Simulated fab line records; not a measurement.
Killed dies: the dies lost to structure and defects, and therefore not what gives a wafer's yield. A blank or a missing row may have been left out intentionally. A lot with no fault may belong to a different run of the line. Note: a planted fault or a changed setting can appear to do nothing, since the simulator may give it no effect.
Code-filled problem report in 8D (eight disciplines) form + flow berkeley cmos170 + the parts of the form that need people (team, actions taken, sign-off) are left out

## 1. THE ISSUE
CONTACT_PSG_THK at UCB170_CONTACT_THK_MEAS_02 reads a mean of 575 nm on 12 wafers of 4 lots; wafers without a fault read 700 nm with a standard deviation of 7.2. That is -17 standard deviations from the usual mean.
Earliest sighting: wafer L308.1 on film metro-03 at day 10 20:53. At this step, 45 wafers from 15 lots have a number in the record. By rule, "out" or "out of limits" means more than 4 standard deviations away from the usual mean. Any other wafer with a number is counted as sound.

## 2. WHAT IT IS, WHAT IT ISN'T
| question                    | is                                          | is not                                                           |
|-----------------------------|---------------------------------------------|------------------------------------------------------------------|
| which readings at this step | CONTACT_PSG_THK                             | -                                                                |
| which lots                  | L307, L308, L309, L310                      | L290, L291, L292, L293, L294, L295, L296, L297, L298, L299, L302 |
| which wafers of those lots  | all that have a number                      | -                                                                |
| read on which gauges        | film metro-01, film metro-02, film metro-03 | -                                                                |
| when                        | from day 10 20:53                           | up to then (33 sound wafers)                                     |

## 3. THE SUSPECTS, EACH WITH WHAT RULES IT OUT
Counting: a tool at a process step up to the reading stays a suspect if it ran every lot that is out and no sound lot after the first of them.
- ruled out: the gauge at UCB170_CONTACT_THK_MEAS_02. Those wafers that are out were read across 3 gauges (film metro-01, film metro-02, film metro-03).
- rtp anneal-02 at UCB170_SDANNEAL_RTA_00 (time 10 s): kept. It processed each lot that is out, first L308 at day 10 16:14, and no sound lot thereafter; up to then, the last sound lot it processed was L302 at day 9 11:10.
- lpcvd-02 at UCB170_CONTACT_CVD_01 (deposits PSG from SiH4/O2/PH3, target thk 700 nm, time 2820 s): kept. It processed each lot that is out, first L307 at day 10 19:06, and no sound lot thereafter; up to then, the last sound lot it processed was L302 at day 9 12:17. Its own readings are out on those wafers: sih4 flow sccm.
After counting, rtp anneal-02 at UCB170_SDANNEAL_RTA_00 and lpcvd-02 at UCB170_CONTACT_CVD_01 remain.

## 4. THE CAUSE (what the simulator had put in)
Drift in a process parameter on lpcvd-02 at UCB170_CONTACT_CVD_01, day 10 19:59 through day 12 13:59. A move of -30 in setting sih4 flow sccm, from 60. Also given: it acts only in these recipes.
After counting, 2 suspects remain, this tool included.

## 5. SEQUENCE OF EFFECTS, ordered by route
One row per reading whose mean, taken over the struck wafers that have a number, lies over 3 standard deviations from the usual. Only readings for which the record gives a usual standard deviation are gone through. hours: the time from each lot's start at the first step in this table that gives one to its start at this step, as a median over the lots. sigmas: the change in usual standard deviations.
| hours | step                       | reading         | usual      | on struck wafers | change | sigmas      |
|-------|----------------------------|-----------------|------------|------------------|--------|-------------|
| 0     | UCB170_CONTACT_CVD_01      | sih4 flow sccm  | 60.03 sccm | 30.01            | -30.02 | -99 or more |
| 2     | UCB170_CONTACT_THK_MEAS_02 | CONTACT_PSG_THK | 700 nm     | 575              | -125   | -17         |
| -     | UCB170_CONTACT_ETCH_18     | oes product au  | 0.893 a.u. | 0.797            | -0.096 | -5.0        |
Here are the process steps it includes:
- UCB170_CONTACT_CVD_01: deposits PSG from SiH4/O2/PH3, target thk 700 nm, time 2820 s.
- UCB170_CONTACT_ETCH_18: etches PSG in CHF3/CF4/Ar, stops on TiSi2, target depth 840 nm, time 195 s.

## 6. WHAT WOULD HAVE CAUGHT IT SOONER
In this record the first reading out of limits at a measuring or inspecting step was taken at day 10 20:53, 1 hour after the fault began at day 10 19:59.
At UCB170_CONTACT_CVD_01, the tool's own readings (sih4 flow sccm) were out on each struck wafer the step has a row for, so an alarm limit on them would have fired on the first such wafer.
By day 10 20:53, every lot that is out (4) had started UCB170_CONTACT_CVD_01 on lpcvd-02. None of them would have been spared by holding the tool at that moment.
